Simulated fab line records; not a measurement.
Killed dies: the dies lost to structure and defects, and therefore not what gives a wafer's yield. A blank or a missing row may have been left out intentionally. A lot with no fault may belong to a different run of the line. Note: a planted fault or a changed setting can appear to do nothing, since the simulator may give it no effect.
One fault through the eyes of 2 desks :: flow rit cmos :: each desk holds nothing but its own numbers, with what lay behind them at the end

## DESK OF THE TOOL OWNER: wet bench-01
The tool's own readings at RIT_SILICIDE_WET_ETCH_00 (etches SiO2 in BOE, target depth 14 nm, time 15 s): means of the sampled wafers that have a number, for each lot that ran on this tool. A lot is out of limits, marked OUT, if its mean lies more than 4 standard deviations from the usual mean; the brackets give that distance.
Columns: A = bath heat duty pct at RIT_SILICIDE_WET_ETCH_00, usual 1.7 %; B = run length s at RIT_SILICIDE_WET_ETCH_00, usual 43.2 s
lot: L388
first seen here: day 4 09:31
A: 1.7
B: 47.2

lot: L390
first seen here: day 4 19:19
A: 1.6
B: 42.4

lot: L392
first seen here: day 5 07:55
A: 1.8
B: 41.1

lot: L403
first seen here: day 8 05:14
A: 1.8
B: 47.0

lot: L404
first seen here: day 8 06:46
A: 1.7
B: 45.7
Finding of this desk: none of the 5 lots has anything out of limits.

## AT THE METROLOGY DESK
Lot by lot, what the gauges showed, no matter which tool ran the lot: averages of those sampled wafers that carry a number. A lot is out of limits, marked OUT, if its mean lies more than 4 standard deviations from the usual mean; the brackets give that distance.
Columns: A = PLDD_TW at RIT_PLDD_TW_MEAS_10, usual 2359
lot: L384
first seen here: day 3 01:04
A: 2362

lot: L385
first seen here: day 3 11:41
A: 2337

lot: L387
first seen here: day 3 22:58
A: 2357

lot: L388
first seen here: day 4 01:58
A: 2381

lot: L389
first seen here: day 4 07:32
A: 2357

lot: L390
first seen here: day 4 12:44
A: 2331

lot: L392
first seen here: day 5 01:18
A: 2366

lot: L395
first seen here: day 5 12:39
A: 2364

lot: L397
first seen here: day 6 09:43
A: 2372

lot: L398
first seen here: day 6 10:05
A: 2365

lot: L403
first seen here: day 7 22:46
A: 2340

lot: L404
first seen here: day 7 23:05
A: 2380

lot: L405
first seen here: day 8 11:14
A: 2330

lot: L406
first seen here: day 8 11:32
A: 2355
Finding of this desk: none of the 14 lots has anything out of limits.

## TAKEN TOGETHER
The desk of the tool owner found nothing out of limits.
At the metrology desk, nothing out of limits was observed.

## WHAT THE SIMULATOR HAD PUT IN
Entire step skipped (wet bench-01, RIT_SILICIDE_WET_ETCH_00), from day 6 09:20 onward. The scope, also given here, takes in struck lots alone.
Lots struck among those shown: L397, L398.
